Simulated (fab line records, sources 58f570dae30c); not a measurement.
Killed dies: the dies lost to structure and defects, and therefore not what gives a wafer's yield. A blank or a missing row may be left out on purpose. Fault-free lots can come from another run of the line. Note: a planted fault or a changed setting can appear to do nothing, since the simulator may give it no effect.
A lot that was struck, set against a sound lot | flow berkeley cmos170 | 27 steps out of a route of 331
Sound: the wafers L190.4, L190.5, L190.6. Wafers struck: L200.3, L200.5, L200.6. The cause comes at the end.
Order at every step that has rows: each side's tool, ch and its chambers, its first start. Under that, the readings that differ: sound wafers | struck wafers | difference of the means | sigmas: that difference in standard deviations of wafers without a fault.
alike: words and numbers the same on both sides, and readings whose means are apart by under 2 such deviations; not compared: readings that were withheld, readings missing a value for some wafer, numbers with overlapping values and no deviation given by the record, and bounds like >300 which may hide the same value.
Wherever a step has rows on one side only, a row that says differs or no value, or a row with sigmas, the two part there. Numbers that don't overlap but have no deviation are shown without sigmas and don't part them. Lack of a reading on every wafer of one side parts them only where that side has two or more wafers.

UCB170_SPACER_THK_MEAS_01:
  sound on film metro-04 at day 5 12:11; struck on film metro-04 at day 8 10:17
  alike: SPACER_TEOS_THK
then, 1 step without rows for these wafers: UCB170_SPACER_ANNEAL_02 (time 1800 s).
UCB170_SPACER_ETCHBACK_03: etches SiO2 in CHF3/CF4/Ar, stops on Si, target depth 376 nm, time 100 s.
  sound on rie diel-03 ch 0,2,3, day 5 16:40; struck on rie diel-01 ch 0,1,3, day 8 14:07
  alike: drypump motor current A, oes product au, throttle valve pct
  not compared: rf hours counter h
then, 6 steps without rows for these wafers: UCB170_PSD_HMDS_00 (prime time 60 s); UCB170_PSD_COAT_01 (resist thk 900 nm); UCB170_PSD_SOFTBAKE_02 (time 60 s); UCB170_PSD_EXPOSE_03 (exposes mask PSELECT MOD, target cd 1200 nm); UCB170_PSD_PEB_04; UCB170_PSD_DEVELOP_05 (develop time 45 s).
UCB170_PSD_CD_MEAS_06 targets a cd of 1200 nm.
  sound on cd sem-01 at day 5 18:15; struck on cd sem-01 at day 8 15:45
  alike: cd nm
UCB170_PSD_OVL_MEAS_07:
  sound on overlay-01 at day 5 18:20; struck on overlay-02 at day 8 15:50
  reading      | sound     | struck | difference | sigmas
  PSD_OVL (nm) | -10 -6 -6 | 4 8 4  | +13        | +2
then, 1 step without rows for these wafers: UCB170_PSD_IMPLANT_08.
UCB170_PSD_STRIP_09: strips in O2.
  sound on plasma asher-01 ch 0,1, day 5 18:32; struck on plasma asher-03 ch 0,1, day 8 16:03
  reading                              | sound             | struck            | difference                    | sigmas
  oes product au (a.u.)                | 0.597 0.599 0.605 | 0.444 0.439 0.438 | -0.160                        | -31
  strip time to endpoint s (s)         | 29.30 29.23 29.29 | - - -             | no value on the struck wafers |
  model.KrF_of_PSD_COAT_01.thk nm (nm) | 0 0 0             | 688.9 689.7 687.7 | +688.8                        |
  alike: drypump motor current A
  not compared: rf hours counter h
UCB170_PSD_TW_MEAS_10:
  sound on film metro-01 at day 5 18:38; struck on film metro-02 at day 8 16:08
  alike: PSD_TW
then, 7 steps without rows for these wafers: UCB170_PSD_CLEAN_11 (cleans in SPM, time 600 s); UCB170_NSD_HMDS_00 (prime time 60 s); UCB170_NSD_COAT_01 (resist thk 900 nm); UCB170_NSD_SOFTBAKE_02 (time 60 s); UCB170_NSD_EXPOSE_03 (exposes mask NSELECT MOD, target cd 1200 nm); UCB170_NSD_PEB_04; UCB170_NSD_DEVELOP_05 (develop time 45 s).
UCB170_NSD_CD_MEAS_06 targets a cd of 1200 nm.
  sound on cd sem-01 at day 5 22:40; struck on cd sem-02 at day 8 17:35
  alike: cd nm
UCB170_NSD_OVL_MEAS_07:
  sound on overlay-02 at day 5 22:44; struck on overlay-02 at day 8 17:41
  alike: NSD_OVL
then, 1 step without rows for these wafers: UCB170_NSD_IMPLANT_08.
UCB170_NSD_STRIP_09: strips in O2.
  sound on plasma asher-03 ch 0,1, day 5 22:56; struck on plasma asher-03 ch 0,1, day 8 17:53
  reading                      | sound             | struck            | difference | sigmas
  oes product au (a.u.)        | 0.535 0.529 0.536 | 0.605 0.611 0.610 | +0.075     | +17
  strip time to endpoint s (s) | 35.91 35.93 35.93 | 56.16 56.14 56.18 | +20.24     | +99 or more
  alike: drypump motor current A
  not compared: rf hours counter h
UCB170_NSD_TW_MEAS_10:
  sound on film metro-03 at day 5 23:02; struck on film metro-03 at day 8 17:59
  reading | sound          | struck   | difference | sigmas
  NSD_TW  | 4240 4243 4237 | 30 30 30 | -4210      | -92
then, 1 step without rows for these wafers: UCB170_NSD_CLEAN_11 (cleans in SPM, time 600 s).

WHERE THEY PART
Last at UCB170_NSD_TW_MEAS_10 as far as this record goes, first at UCB170_PSD_OVL_MEAS_07.

WHY: what the simulator had put in
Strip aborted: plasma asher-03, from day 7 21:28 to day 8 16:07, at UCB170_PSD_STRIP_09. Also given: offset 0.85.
